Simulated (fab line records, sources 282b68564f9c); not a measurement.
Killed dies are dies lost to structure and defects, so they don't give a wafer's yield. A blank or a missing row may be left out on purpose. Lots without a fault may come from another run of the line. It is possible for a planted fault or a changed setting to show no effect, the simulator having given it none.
Which tool did it?	flow rit_cmos	Sampling: 15 lots, 45 wafers, 2 of 202 route steps

== WHAT EACH GAUGE READ, for each wafer ==
No reading from a measuring or inspecting step in the record can be judged against a usual standard deviation.

== TOOL THAT RAN EACH LOT (tool first, then ch and the chambers of the sampled wafers, then the start) ==
lot	RIT_PRETRO_IMPLANT_08	RIT_M1_PROBE_99
L178	implanter-03 ch 0, day 2 23:06	-
L179	implanter-03 ch 0, day 3 05:23	-
L180	implanter-03 ch 0, day 3 10:53	prober-01, day 4 17:45
L181	implanter-02 ch 0, day 3 11:01	-
L183	implanter-02 ch 0, day 3 18:50	prober-01, day 4 22:15
L182	implanter-01 ch 0, day 3 19:19	prober-02, day 5 00:14
L184	implanter-01 ch 0, day 3 22:46	prober-02, day 5 06:34
L188	implanter-03 ch 0, day 4 12:05	prober-01, day 5 18:19
L189	implanter-02 ch 0, day 4 20:01	prober-02, day 5 22:55
L190	implanter-02 ch 0, day 5 00:24	-
L191	implanter-02 ch 0, day 5 03:55	-
L195	implanter-03 ch 0, day 5 22:32	-
L198	implanter-03 ch 0, day 6 12:58	prober-01, day 7 16:58
L199	implanter-03 ch 0, day 7 00:31	-
L201	implanter-01 ch 0, day 7 06:41	-
- RIT_PRETRO_IMPLANT_08
- RIT_M1_PROBE_99

== WHAT THE TOOLS THEMSELVES READ (means of the sampled wafers that have a number; where no wafer has one, the mark that the record gives instead) ==
RIT_PRETRO_IMPLANT_08.
lot	tool	dose_ions_cm2
L178	implanter-03	1.2001e+13
L179	implanter-03	1.1998e+13
L180	implanter-03	1.1999e+13
L181	implanter-02	1.2006e+13
L183	implanter-02	1.2001e+13
L182	implanter-01	1.2003e+13
L184	implanter-01	1.2001e+13
L188	implanter-03	1.2015e+13
L189	implanter-02	1.2406e+13
L190	implanter-02	1.2403e+13
L191	implanter-02	1.2405e+13
L195	implanter-03	1.1998e+13
L198	implanter-03	1.2011e+13
L199	implanter-03	1.2001e+13
L201	implanter-01	1.1995e+13

RIT_M1_PROBE_99.
lot	tool	killed_at_M0_to_M3	killed_at_front_end	killed_dies	killed_open	killed_short
L180	prober-01	0.3	6.0	6.3	3.7	2.7
L183	prober-01	1.0	6.0	7.0	3.0	4.0
L182	prober-02	0.0	7.7	7.7	5.0	2.3
L184	prober-02	0.0	9.0	9.0	3.0	6.0
L188	prober-01	0.0	7.7	7.7	2.7	5.0
L189	prober-02	0.0	9.0	9.0	5.3	3.7
L198	prober-01	0.0	9.0	9.0	5.0	4.0

== THE ANSWER, worked out from the rows above alone ==
Rule: the usual values come from the lots themselves. Put in order of their means at a reading, lots are off if they are a third of the lots or fewer, leave a main group of 4 or more, and stand apart from it by a gap of 3 or more times the standard deviation of the main group's means; of several such gaps the widest counts. A main group is skipped when, at the precision printed for the reading in the tables above, its means are all equal. Also off: a lot with no number at a reading for which 4 or more lots have one. Where the step has rows for the other lots, those lots are counted as sound. First the gauges in route order, then the tools' own readings, where a lot's mean is used as printed above. The first step at which some lot is off is used, and at that step the reading that is off furthest; a lot without a number counts as furthest.
Off: L189, L190, L191 (RIT_PRETRO_IMPLANT_08, dose_ions_cm2). The main group has a mean of 1.2002e+13 with a standard deviation of 5.5e+09.
A tool fits if, at that step or a process step before it, it ran every lot that is off, and no sound lot after the first of them. One candidate fits, namely implanter-02 at RIT_PRETRO_IMPLANT_08. A fault onset in the window from L183 (day 3 18:50, its last sound lot) to L189 (day 4 20:01, its first lot off) fits.
The tool's own readings at RIT_PRETRO_IMPLANT_08 bear it out: on the lots that are off they differ by more than 5 times the standard deviation of the sound lots' means. dose_ions_cm2 reads 1.2405e+13 there against 1.2002e+13 on the sound lots.

== WHAT HAD BEEN PUT IN BY THE SIMULATOR ==
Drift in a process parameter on implanter-02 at RIT_PRETRO_IMPLANT_08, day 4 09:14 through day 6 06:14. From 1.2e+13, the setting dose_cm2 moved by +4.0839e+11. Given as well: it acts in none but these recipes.
Struck lots among those shown: L189, L190, L191. The rule given above showed the same thing.
